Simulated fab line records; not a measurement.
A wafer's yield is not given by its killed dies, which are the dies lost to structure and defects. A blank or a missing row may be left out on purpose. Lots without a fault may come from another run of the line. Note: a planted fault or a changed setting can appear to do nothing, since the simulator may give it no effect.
Matching of chambers | flow berkeley-cmos170 | 4 sister chambers for UCB170_ACTIVE_ETCH_15 on rie-diel-04
The step etches Si3N4 in CH3F/Ar/O2, stops on SiO2, target depth 242 nm, time 151 s. 4 wafers are shown with their chamber, then 7 later ones without.

## WAFERS WITH THEIR CHAMBER
wafer  | chamber | throttle-valve-pct (%)
L691.1 | 1       | 8.21
L691.2 | 0       | 8.01
L691.6 | 2       | 8.11
L695.5 | 3       | 8.00

## WAFERS WITHOUT THEIR CHAMBER
wafer  | throttle-valve-pct (%)
L695.6 | 8.09
L697.1 | 8.08
L697.2 | 8.03
L697.5 | 8.01
L700.2 | 8.02
L700.3 | 8.10
L700.5 | 8.01

## THE CHAMBER EACH PASSED THROUGH
wafer  | from the rows above     | in truth
L695.6 | 2                       | 2
L697.1 | 2                       | 2
L697.2 | can't be placed: 0 or 3 | 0
L697.5 | can't be placed: 0 or 3 | 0
L700.2 | can't be placed: 0 or 3 | 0
L700.3 | 2                       | 2
L700.5 | can't be placed: 0 or 3 | 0
Correct placement for 3 of the 7. Not placeable from these rows: 4 (in 4, the candidates include the true chamber). 0 placed wrongly.
How it was worked out, from the rows above alone: a wafer's distance from a chamber is the root of the sum, over the readings, of the square of ((its reading less the chamber's mean) divided by the reading's scatter). If the next closest chamber is less than 2 further off than the closest, the wafer can't be placed; otherwise it belongs to the closest. A chamber's mean is the mean of its shown wafers. The scatter (one wafer shown for each chamber): square how far every hidden wafer sits from the nearest shown wafer, average those squares and take the square root.
